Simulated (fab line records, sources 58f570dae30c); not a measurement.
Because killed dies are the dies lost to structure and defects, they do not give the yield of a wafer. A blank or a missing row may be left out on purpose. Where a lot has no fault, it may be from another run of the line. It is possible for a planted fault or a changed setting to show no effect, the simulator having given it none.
Code-filled problem report in 8D (eight disciplines) form + flow berkeley_cmos170 + the parts of the form that need people (team, actions taken, sign-off) are left out

## 1. THE PROBLEM
Wafers without a fault read 350.1 nm, standard deviation 1.2; cd_nm at UCB170_GATE_CD_MEAS_12 reads a mean of 330.0 nm on 6 wafers belonging to 2 lots. That puts it -17 standard deviations away from the usual mean.
The step: target cd 350 nm.
The first sign was on wafer L422.4 at day 9 15:26, on cd_sem-02. Wafers with a number at this step in the record: 42, from 14 lots. By rule, "out" or "out of limits" means more than 4 standard deviations away from the usual mean. The rest of the wafers with a number are treated as sound.

## 2. WHAT IT IS AND WHAT IT IS NOT
| question                    | is                     | is not                                                                                 |
|-----------------------------|------------------------|----------------------------------------------------------------------------------------|
| which readings at this step | cd_nm                  | -                                                                                      |
| which lots                  | L422, L424             | L406, L410, L411, L412, L413, L414, L415, L417, L423, L425, L427, L429                 |
| which wafers of those lots  | all that have a number | -                                                                                      |
| read on which gauges        | cd_sem-01, cd_sem-02   | -                                                                                      |
| when                        | from day 9 15:26       | up to then (24 sound wafers); but 12 sound wafers of L423, L425, L427, L429 came after |

## 3. SUSPECTS, AND WHAT RULES EACH OUT
Counting: a tool stays on the suspect list if, at a process step up to the reading, it processed all lots that are out and no sound lot following the first of them.
- ruled out: the gauge at UCB170_GATE_CD_MEAS_12. The wafers that are out were read on 2 gauges (cd_sem-01, cd_sem-02).
- litho_track-02 at UCB170_GATE_PEB_10: kept. It ran every lot that is out, first L422 (day 9 15:10), and no sound lot after that; its last sound lot up to then is L413 (day 7 16:35).
Remaining after the count: litho_track-02 at UCB170_GATE_PEB_10.

## 4. THE CAUSE (what the simulator had put in)
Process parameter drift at UCB170_GATE_PEB_10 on litho_track-02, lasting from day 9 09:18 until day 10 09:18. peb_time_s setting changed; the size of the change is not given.
Counting left only this tool.

## 5. THE EFFECT CHAIN, in route order
Each row: a reading where the mean over the struck wafers with a number is more than 3 standard deviations away from the usual. Readings are gone through only where the record gives a usual standard deviation; hours: the median, over the lots, of the time from a lot's start at the first step in this table giving one to that lot's start at this step; sigmas: the change measured in usual standard deviations.
| hours | step                   | reading | usual    | on struck wafers | change | sigmas |
|-------|------------------------|---------|----------|------------------|--------|--------|
| 0     | UCB170_GATE_CD_MEAS_12 | cd_nm   | 350.1 nm | 330.0            | -20.1  | -17    |

## 6. WHAT WOULD HAVE CAUGHT IT SOONER
The first out-of-limits reading at a measuring or inspecting step in this record came at day 9 15:26, 6 hours after the fault's start at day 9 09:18.
Tool readings at UCB170_GATE_PEB_10 with a usual standard deviation given in the record: none out on any struck wafer, hence no alarm at a limit of 4 standard deviations on them.
Lots out: 2; of these, L424 started UCB170_GATE_PEB_10 on litho_track-02 after day 9 15:26. Holding the tool at that time would have saved it.
